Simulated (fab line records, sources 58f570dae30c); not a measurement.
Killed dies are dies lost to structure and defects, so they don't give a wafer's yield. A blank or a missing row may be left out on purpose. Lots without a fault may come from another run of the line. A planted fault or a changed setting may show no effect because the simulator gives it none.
Problem report in the 8D (eight disciplines) form, filled by code | flow berkeley_cmos170 | the parts of the form that need people (team, actions taken, sign-off) are left out

1. THE PROBLEM
M3_AL_RS at UCB170_M3_RS_MEAS_02 reads a mean of 0.0340 ohm/sq on 6 wafers of 2 lots; wafers without a fault read 0.0323 ohm/sq with a standard deviation of 0.00034. That is +4.9 standard deviations from the usual mean.
The step: measures by four-point-probe.
First seen on wafer L569.1, day 12 12:26, on film_metro-03. The record holds 42 wafers of 14 lots with a number at this step. Rule for "out", or "out of limits": more than 4 standard deviations from the usual mean. The other wafers with a number count as sound.

2. WHAT IT IS AND WHAT IT IS NOT
question                    | is                     | is not
which readings at this step | M3_AL_RS               | -
which lots                  | L569, L570             | L554, L555, L556, L557, L558, L559, L560, L561, L562, L563, L575, L577
which wafers of those lots  | all that have a number | -
read on which gauges        | film_metro-03          | film_metro-01, film_metro-02
when                        | from day 12 12:26      | up to then (30 sound wafers); but 6 sound wafers of L575, L577 came after

3. SUSPECTS, AND WHAT RULES EACH OUT
Counting: a tool at a process step up to the reading stays a suspect if it ran every lot that is out and no sound lot after the first of them.
- the gauge at UCB170_M3_RS_MEAS_02: kept. All the wafers that are out were read on film_metro-03, and no step on other tools shows them out.
- pvd_sputter-03 at UCB170_M3_SPUTTER_01 (material Al, target thk 900 nm, time 120 s): kept. It ran every lot that is out, first L569 (day 12 12:22), and no sound lot after that; its last sound lot up to then is L562 (day 10 23:53).
Left after counting: pvd_sputter-03 at UCB170_M3_SPUTTER_01, film_metro-03 at UCB170_M3_RS_MEAS_02.

4. THE CAUSE (what the simulator had put in)
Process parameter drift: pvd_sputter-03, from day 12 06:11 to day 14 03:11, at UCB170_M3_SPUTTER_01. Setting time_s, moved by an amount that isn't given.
Counting left 2 suspects, and this tool is among them.

5. THE CHAIN OF EFFECTS, in route order
Each row: a reading whose mean over the struck wafers that have a number lies more than 3 standard deviations from the usual. Only readings for which the record gives a usual standard deviation are gone through. hours: the time from each lot's start at the first step in this table that gives one to its start at this step, as a median over the lots. sigmas: the change in usual standard deviations.
hours | step                  | reading   | usual         | on struck wafers | change  | sigmas
0     | UCB170_M3_RS_MEAS_02  | M3_AL_RS  | 0.0323 ohm/sq | 0.0340           | +0.0017 | +4.9
0     | UCB170_M3_THK_MEAS_03 | M3_AL_THK | 904 nm        | 858              | -46     | -4.8

6. WHAT WOULD HAVE CAUGHT IT SOONER
In this record the first reading out of limits at a measuring or inspecting step was taken at day 12 12:26, 6 hours after the fault began at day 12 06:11.
Of the tool readings at UCB170_M3_SPUTTER_01 for which the record gives a usual standard deviation, none was out on any struck wafer, so an alarm limit of 4 standard deviations on them would not have fired.
Of the lots that are out (2), L570 began UCB170_M3_SPUTTER_01 on pvd_sputter-03 after day 12 12:26. A hold on the tool at that time would have spared it.
